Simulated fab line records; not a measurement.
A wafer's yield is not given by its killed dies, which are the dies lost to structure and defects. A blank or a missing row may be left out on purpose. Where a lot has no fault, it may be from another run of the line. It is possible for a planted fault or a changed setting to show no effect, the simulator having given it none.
Comparing a struck lot with a sound one + flow rit-cmos + 18 out of 202 route steps
Sound: the wafers L454.3, L454.5, L454.6. Wafers L459.1, L459.5, L459.6 were the ones struck. The cause is named last.
Per side, at each step with rows, come the tool, then ch with its chambers, and then its first start. Under that, the readings that differ: sound wafers + struck wafers + difference of the means + sigmas: that difference in standard deviations of wafers without a fault.
alike: a reading whose means differ by less than 2 such deviations, as well as words and numbers matching on both sides. not compared: withheld readings; readings where some wafer has no value; bounds like >300 that might hide an equal value; numbers whose values overlap and for which the record gives no deviation.
The two part at a step that has a row with sigmas, a row that says differs or no value, or rows on one side only. Numbers that don't overlap but have no deviation are shown without sigmas and don't part them. Lack of a reading on every wafer of one side parts them only where that side has two or more wafers.

first, 4 steps without rows for these wafers: RIT_NRETRO_SOFTBAKE_02 (time 60 s); RIT_NRETRO_EXPOSE_03 (exposes mask M4, target cd 43900 nm); RIT_NRETRO_PEB_04; RIT_NRETRO_DEVELOP_05 (develop time 68 s).
RIT_NRETRO_OVL_MEAS_06:
  sound: overlay-01 at day 2 11:59; struck: overlay-01 at day 3 12:09
  alike: NRETRO_OVL
then, 2 steps without rows for these wafers: RIT_NRETRO_HARDBAKE_07 (time 120 s); RIT_NRETRO_IMPLANT_08.
RIT_NRETRO_STRIP_09: strips in O2, time 180 s.
  sound on plasma-asher-01 ch 0,1, day 2 12:29; struck on plasma-asher-01 ch 0,1, day 3 12:35
  alike: drypump-motor-current-A, o2-flow-sccm
  not compared: rf-hours-counter-h
RIT_NRETRO_TW_MEAS_10:
  sound: film-metro-01 at day 2 12:37; struck: film-metro-04 at day 3 12:46
  alike: NRETRO_TW
then, 3 steps without rows for these wafers: RIT_PRETRO_HMDS_00 (prime time 60 s); RIT_PRETRO_COAT_01 (resist thk 1300 nm); RIT_PRETRO_SOFTBAKE_02 (time 60 s).
RIT_PRETRO_EXPOSE_03: exposes mask M5, target cd 43700 nm.
  sound on iline-stepper-01 ch 0, day 2 13:08; struck on iline-stepper-01 ch 0, day 3 13:16
| reading                        | sound             | struck            | difference | sigmas |
|--------------------------------|-------------------|-------------------|------------|--------|
| model.PRETRO.overlay-x-nm (nm) | 1.349 1.349 1.349 | 129.3 129.3 129.3 | +128.0     |        |
  alike: mask
then, 2 steps without rows for these wafers: RIT_PRETRO_PEB_04; RIT_PRETRO_DEVELOP_05 (develop time 68 s).
RIT_PRETRO_OVL_MEAS_06:
  sound: overlay-02 at day 2 13:33; struck: overlay-01 at day 3 13:42
| reading         | sound        | struck            | difference | sigmas |
|-----------------|--------------|-------------------|------------|--------|
| PRETRO_OVL (nm) | -0.6 1.0 0.4 | 129.3 128.8 128.4 | +128.6     | +86    |
then, 1 step without rows for these wafers: RIT_PRETRO_HARDBAKE_07 (time 120 s).
RIT_M1_PROBE_99:
  sound: prober-02 at day 3 16:28; struck: prober-01 at day 4 15:37
| reading                                    | sound                | struck               | difference | sigmas |
|--------------------------------------------|----------------------|----------------------|------------|--------|
| model.etest.retro-edge-nmos.off-log10-a-um | -10.16 -10.17 -10.23 | -9.585 -9.357 -9.579 | +0.680     |        |
  alike: killed-at-front-end, killed-dies, killed-open, killed-short
  not compared: model.etest.retro-edge-pmos.off-log10-a-um

== WHERE THEY PART ==
RIT_PRETRO_OVL_MEAS_06 only, going by this record. Later steps at which nothing parts them and some readings are alike: RIT_M1_PROBE_99.

WHY: what had been put in by the simulator
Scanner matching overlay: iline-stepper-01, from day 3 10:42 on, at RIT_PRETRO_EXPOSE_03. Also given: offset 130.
